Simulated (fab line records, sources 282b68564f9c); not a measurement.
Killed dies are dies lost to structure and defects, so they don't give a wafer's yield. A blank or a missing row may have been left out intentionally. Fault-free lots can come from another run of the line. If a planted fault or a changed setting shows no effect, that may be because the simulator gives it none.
Which tool is to blame? :: flow rit_cmos :: Sampling: 14 lots, 42 wafers, 2 of 202 route steps

== WHAT THE GAUGES READ, wafer by wafer ==
No reading from a measuring or inspecting step in the record can be judged against a usual standard deviation.

== EACH LOT AND THE TOOL THAT RAN IT (in order: tool; ch and the chambers of the sampled wafers; start) ==
lot: L393
RIT_PSD_SOFTBAKE_02: litho_track-03 ch 0, day 3 02:28
RIT_M1_PROBE_99: -

lot: L396
RIT_PSD_SOFTBAKE_02: litho_track-01 ch 0, day 3 14:50
RIT_M1_PROBE_99: -

lot: L397
RIT_PSD_SOFTBAKE_02: litho_track-01 ch 0, day 3 21:31
RIT_M1_PROBE_99: -

lot: L398
RIT_PSD_SOFTBAKE_02: litho_track-03 ch 0, day 4 02:47
RIT_M1_PROBE_99: -

lot: L400
RIT_PSD_SOFTBAKE_02: litho_track-03 ch 0, day 4 11:05
RIT_M1_PROBE_99: -

lot: L401
RIT_PSD_SOFTBAKE_02: litho_track-02 ch 0, day 4 15:34
RIT_M1_PROBE_99: -

lot: L402
RIT_PSD_SOFTBAKE_02: litho_track-03 ch 0, day 4 21:39
RIT_M1_PROBE_99: -

lot: L403
RIT_PSD_SOFTBAKE_02: litho_track-03 ch 0, day 5 02:18
RIT_M1_PROBE_99: prober-02, day 5 12:57

lot: L404
RIT_PSD_SOFTBAKE_02: litho_track-02 ch 0, day 5 06:32
RIT_M1_PROBE_99: -

lot: L409
RIT_PSD_SOFTBAKE_02: litho_track-02 ch 0, day 6 14:58
RIT_M1_PROBE_99: -

lot: L410
RIT_PSD_SOFTBAKE_02: litho_track-02 ch 0, day 6 15:26
RIT_M1_PROBE_99: -

lot: L413
RIT_PSD_SOFTBAKE_02: litho_track-01 ch 0, day 7 08:29
RIT_M1_PROBE_99: -

lot: L415
RIT_PSD_SOFTBAKE_02: litho_track-03 ch 0, day 7 15:41
RIT_M1_PROBE_99: -

lot: L416
RIT_PSD_SOFTBAKE_02: litho_track-03 ch 0, day 7 19:53
RIT_M1_PROBE_99: -
- RIT_PSD_SOFTBAKE_02: time 60 s.
- RIT_M1_PROBE_99

== WHAT THE TOOLS THEMSELVES READ (means of the sampled wafers that have a number; where no wafer has one, the mark that the record gives instead) ==
RIT_PSD_SOFTBAKE_02.
lot: L393
tool: litho_track-03
chill_plate_temp_C (C): 23.09
heater_power_total_W (W): 34.57
run_length_s (s): 89.25

lot: L396
tool: litho_track-01
chill_plate_temp_C (C): 22.95
heater_power_total_W (W): 34.60
run_length_s (s): 89.17

lot: L397
tool: litho_track-01
chill_plate_temp_C (C): 23.15
heater_power_total_W (W): 34.58
run_length_s (s): 89.10

lot: L398
tool: litho_track-03
chill_plate_temp_C (C): 23.02
heater_power_total_W (W): 34.58
run_length_s (s): 89.14

lot: L400
tool: litho_track-03
chill_plate_temp_C (C): 22.82
heater_power_total_W (W): 34.57
run_length_s (s): 89.13

lot: L401
tool: litho_track-02
chill_plate_temp_C (C): 23.03
heater_power_total_W (W): 34.56
run_length_s (s): 89.11

lot: L402
tool: litho_track-03
chill_plate_temp_C (C): 23.01
heater_power_total_W (W): 34.56
run_length_s (s): 89.08

lot: L403
tool: litho_track-03
chill_plate_temp_C (C): 23.04
heater_power_total_W (W): 34.60
run_length_s (s): 88.97

lot: L404
tool: litho_track-02
chill_plate_temp_C (C): 23.10
heater_power_total_W (W): 34.52
run_length_s (s): 89.13

lot: L409
tool: litho_track-02
chill_plate_temp_C (C): 23.04
heater_power_total_W (W): 35.27
run_length_s (s): 84.96

lot: L410
tool: litho_track-02
chill_plate_temp_C (C): 22.96
heater_power_total_W (W): 35.38
run_length_s (s): 84.89

lot: L413
tool: litho_track-01
chill_plate_temp_C (C): 23.03
heater_power_total_W (W): 34.57
run_length_s (s): 89.12

lot: L415
tool: litho_track-03
chill_plate_temp_C (C): 23.28
heater_power_total_W (W): 34.57
run_length_s (s): 89.24

lot: L416
tool: litho_track-03
chill_plate_temp_C (C): 22.97
heater_power_total_W (W): 34.57
run_length_s (s): 89.07

RIT_M1_PROBE_99.
lot: L403
tool: prober-02
killed_at_M0_to_M3: 0.0
killed_at_contacts: 0.0
killed_at_front_end: 6.0
killed_dies: 6.0
killed_open: 3.3
killed_short: 2.7

== THE ANSWER, worked out from the rows above alone ==
Rule: what is usual is taken from the lots themselves. The widest of any qualifying gaps counts: lots, ordered by their means at a reading, are off when they make up no more than a third of the lots, leave a main group of 4 or more, and stand apart from it by 3 or more times the standard deviation of that group's means. If all means in a main group match to the digits the tables above print for the reading, that group is not used. A lot without any number at a reading at which 4 lots or more have one is off too. Any other lot the step has rows for is counted as sound. After the gauges, taken in route order, come the tools' own readings; for these a lot's mean is taken, as printed above. At the first step where some lot is off, the reading lying furthest off is the one used; lots without a number count as furthest.
Off: L409, L410, at RIT_PSD_SOFTBAKE_02 (run_length_s). Mean 89.13 s and standard deviation 0.071 in the main group.
If a tool, at that step or one of the process steps before it, ran each lot that is off and ran no sound lot following the first of them, it fits. One fits: litho_track-02 at RIT_PSD_SOFTBAKE_02. A fault onset in the window from L404 (day 5 06:32, its last sound lot) to L409 (day 6 14:58, its first lot off) fits.
The tool's own readings at RIT_PSD_SOFTBAKE_02 bear it out: on the lots that are off they differ by more than 5 times the standard deviation of the sound lots' means. heater_power_total_W reads 35.33 W there against 34.57 W on the sound lots; run_length_s reads 84.92 s there against 89.13 s on the sound lots.

== WHAT THE SIMULATOR HAD INSERTED ==
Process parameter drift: litho_track-02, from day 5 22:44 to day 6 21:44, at RIT_PSD_SOFTBAKE_02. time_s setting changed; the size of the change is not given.
Struck lots among those shown: L409, L410. The rule above found the same.
